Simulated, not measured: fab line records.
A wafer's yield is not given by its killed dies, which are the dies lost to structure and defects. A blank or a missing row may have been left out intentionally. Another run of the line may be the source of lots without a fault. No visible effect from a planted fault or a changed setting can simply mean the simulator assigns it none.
The tool behind it: which one? | flow rit cmos | Sampling: 13 lots, 39 wafers, 2 of 202 route steps

## WHAT THE GAUGES READ, wafer by wafer
Not one reading of a measure or inspect step in the record can be checked against a usual standard deviation.

## TOOL THAT RAN EACH LOT (tool first, then ch and the chambers of the sampled wafers, then the start)
lot  | RIT_M1_COAT_04                   | RIT_M1_PROBE_99
L955 | litho track-02 ch 0, day 3 09:10 | -
L956 | litho track-02 ch 0, day 3 15:58 | -
L960 | litho track-03 ch 0, day 4 13:14 | -
L961 | litho track-02 ch 0, day 4 15:00 | -
L964 | litho track-03 ch 0, day 5 13:06 | -
L965 | litho track-04 ch 0, day 5 14:26 | -
L966 | litho track-04 ch 0, day 5 18:07 | -
L970 | litho track-03 ch 0, day 6 10:10 | -
L973 | litho track-03 ch 0, day 7 01:39 | prober-01, day 7 05:04
L974 | litho track-02 ch 0, day 7 08:26 | -
L975 | litho track-03 ch 0, day 7 14:46 | -
L976 | litho track-02 ch 0, day 7 16:50 | -
L978 | litho track-03 ch 0, day 8 04:16 | -
- RIT_M1_COAT_04: resist thk 1300 nm.
- RIT_M1_PROBE_99

## AS READ BY THE TOOLS THEMSELVES (means over the sampled wafers that have a number; for cases with no such wafer, the mark the record gives instead)
RIT_M1_COAT_04.
lot  | tool           | spin speed rpm (rpm)
L955 | litho track-02 | 2000.5
L956 | litho track-02 | 2001.7
L960 | litho track-03 | 1999.7
L961 | litho track-02 | 1998.7
L964 | litho track-03 | 2000.6
L965 | litho track-04 | 1849.6
L966 | litho track-04 | 1851.0
L970 | litho track-03 | 1999.4
L973 | litho track-03 | 1998.9
L974 | litho track-02 | 2000.1
L975 | litho track-03 | 2002.4
L976 | litho track-02 | 2002.1
L978 | litho track-03 | 2001.0

RIT_M1_PROBE_99.
lot  | tool      | killed_at_M0_to_M3 | killed at contacts | killed at front end | killed dies | killed open | killed short
L973 | prober-01 | 0.0                | 0.0                | 7.7                 | 7.7         | 5.0         | 2.7

## THE ANSWER, worked out from the rows above alone
Rule: what is usual is taken from the lots themselves. Put in order of their means at a reading, lots are off if they are a third of the lots or fewer, leave a main group of 4 or more, and stand apart from it by a gap of 3 or more times the standard deviation of the main group's means; of several such gaps the widest counts. A main group whose means are all the same, to the digits that the tables above print for the reading, isn't used. A lot without any number at a reading at which 4 lots or more have one is off too. Any other lot the step has rows for is counted as sound. After the gauges, taken in route order, come the tools' own readings; for these a lot's mean is taken, as printed above. The first step at which some lot is off is used, and at that step the reading that is off furthest; a lot without a number counts as furthest.
Off: L965, L966, at RIT_M1_COAT_04 (spin speed rpm). For the main group the mean is 2000.5 rpm and the standard deviation 1.2.
A tool fits if, at that step or a process step before it, it ran every lot that is off, and no sound lot after the first of them. One fits: RIT_M1_COAT_04 on litho track-04. It ran no sound lot before its first lot that is off in this sample, so the start can't be narrowed down.
The tool's own readings at RIT_M1_COAT_04 bear it out: on the lots that are off they differ by more than 5 times the standard deviation of the sound lots' means. spin speed rpm reads 1850.3 rpm there against 2000.5 rpm on the sound lots.

## WHAT HAD BEEN PUT IN BY THE SIMULATOR
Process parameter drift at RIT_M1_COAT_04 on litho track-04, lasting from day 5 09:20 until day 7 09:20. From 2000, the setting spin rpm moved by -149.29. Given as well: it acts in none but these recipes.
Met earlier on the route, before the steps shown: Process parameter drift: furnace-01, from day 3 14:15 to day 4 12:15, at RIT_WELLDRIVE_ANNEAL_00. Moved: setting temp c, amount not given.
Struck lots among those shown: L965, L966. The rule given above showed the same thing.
